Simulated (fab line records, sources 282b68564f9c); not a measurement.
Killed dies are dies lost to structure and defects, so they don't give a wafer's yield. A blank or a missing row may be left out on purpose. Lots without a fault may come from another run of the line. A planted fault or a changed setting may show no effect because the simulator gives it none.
Tool commonality check | flow rit_cmos | 14 lots, 42 wafers sampled

WHY IT WAS OPENED
At RIT_FOX1_THK_MEAS_01 the reading FOX1_OXIDE_THK is flagged on 2 of 14 lots. Wafers without a fault read 348 nm, standard deviation 6.9.
Rule: a lot is flagged when every wafer of it that has a number lies more than 4 standard deviations from that mean, or none has a number. The other lots count as sound.

lot  | measured    | on            | FOX1_OXIDE_THK (nm), wafer by wafer | flag
L233 | day 1 22:39 | film_metro-04 | 344 347 347                         |
L234 | day 2 04:01 | film_metro-04 | 352 362 359                         |
L235 | day 2 07:49 | film_metro-02 | 352 349 345                         |
L239 | day 3 04:52 | film_metro-01 | 339 344 344                         |
L240 | day 3 08:57 | film_metro-01 | 336 339 336                         |
L241 | day 3 15:12 | film_metro-04 | 330 328 335                         |
L242 | day 3 18:49 | film_metro-04 | 334 345 341                         |
L243 | day 4 00:02 | film_metro-02 | 351 347 347                         |
L244 | day 4 04:51 | film_metro-04 | 349 347 351                         |
L245 | day 4 09:50 | film_metro-04 | 350 356 351                         |
L247 | day 4 20:35 | film_metro-01 | 357 351 351                         |
L248 | day 5 00:52 | film_metro-01 | 310 310 312                         | FLAGGED
L249 | day 5 06:04 | film_metro-04 | 312 304 305                         | FLAGGED
L252 | day 5 20:56 | film_metro-01 | 345 340 352                         |
The numbers of the flagged lots are 309 nm on average: -39 nm against the usual, or -6 standard deviations.

WHICH TOOL RAN EACH LOT
The record holds 1 process step before the reading, out of a route of 202 steps. In each cell: the tool, then ch and the chambers that the sampled wafers went through, then the start.
lot  | flag    | RIT_FOX1_OXIDATION_00
L233 |         | furnace-03 ch 0, day 1 21:20
L234 |         | furnace-02 ch 0, day 2 02:41
L235 |         | furnace-01 ch 0, day 2 06:30
L239 |         | furnace-01 ch 0, day 3 03:31
L240 |         | furnace-02 ch 0, day 3 07:38
L241 |         | furnace-01 ch 0, day 3 13:52
L242 |         | furnace-01 ch 0, day 3 17:30
L243 |         | furnace-03 ch 0, day 3 22:43
L244 |         | furnace-02 ch 0, day 4 03:32
L245 |         | furnace-03 ch 0, day 4 08:31
L247 |         | furnace-02 ch 0, day 4 19:16
L248 | FLAGGED | furnace-02 ch 0, day 4 23:32
L249 | FLAGGED | furnace-02 ch 0, day 5 04:44
L252 |         | furnace-01 ch 0, day 5 19:38
What these steps do:
- RIT_FOX1_OXIDATION_00: target thk 350.7 nm, ox time 1130 s.
- RIT_FOX1_THK_MEAS_01

FLAGGED OVER TOTAL, TOOL BY TOOL (the gauges that took the reading come last)
step                  | tool          | lots run | flagged | share of the flagged lots | sound lots run after its first flagged lot
RIT_FOX1_OXIDATION_00 | furnace-01    | 5        | 0       | none                      | -
RIT_FOX1_OXIDATION_00 | furnace-02    | 6        | 2       | all                       | 0
RIT_FOX1_OXIDATION_00 | furnace-03    | 3        | 0       | none                      | -
RIT_FOX1_THK_MEAS_01  | film_metro-01 | 5        | 1       | some                      | 1 (L252)
RIT_FOX1_THK_MEAS_01  | film_metro-02 | 2        | 0       | none                      | -
RIT_FOX1_THK_MEAS_01  | film_metro-04 | 7        | 1       | some                      | 0

WHAT THE TABLE ALLOWS
1 row of the table ran every flagged lot: furnace-02 at RIT_FOX1_OXIDATION_00.
- furnace-02 at RIT_FOX1_OXIDATION_00: 2 of its 6 lots flagged. Its last sound lot is L247 (day 4 19:16), its first flagged lot L248 (day 4 23:32): a fault that began between those two fits. Its own readings lie more than 4 standard deviations out on every wafer of the flagged lots: spike_tc_centre_C, spike_tc_load_C, spike_tc_source_C, tube_center_temp_C, tube_center_temp_C_max.
One tool is left: furnace-02 at RIT_FOX1_OXIDATION_00.

WHAT THE SIMULATOR HAD PUT IN
Process parameter drift: furnace-02, from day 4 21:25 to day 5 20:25, at RIT_FOX1_OXIDATION_00. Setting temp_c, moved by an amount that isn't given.
Lots struck among those shown: L248, L249. The rule above found the same.
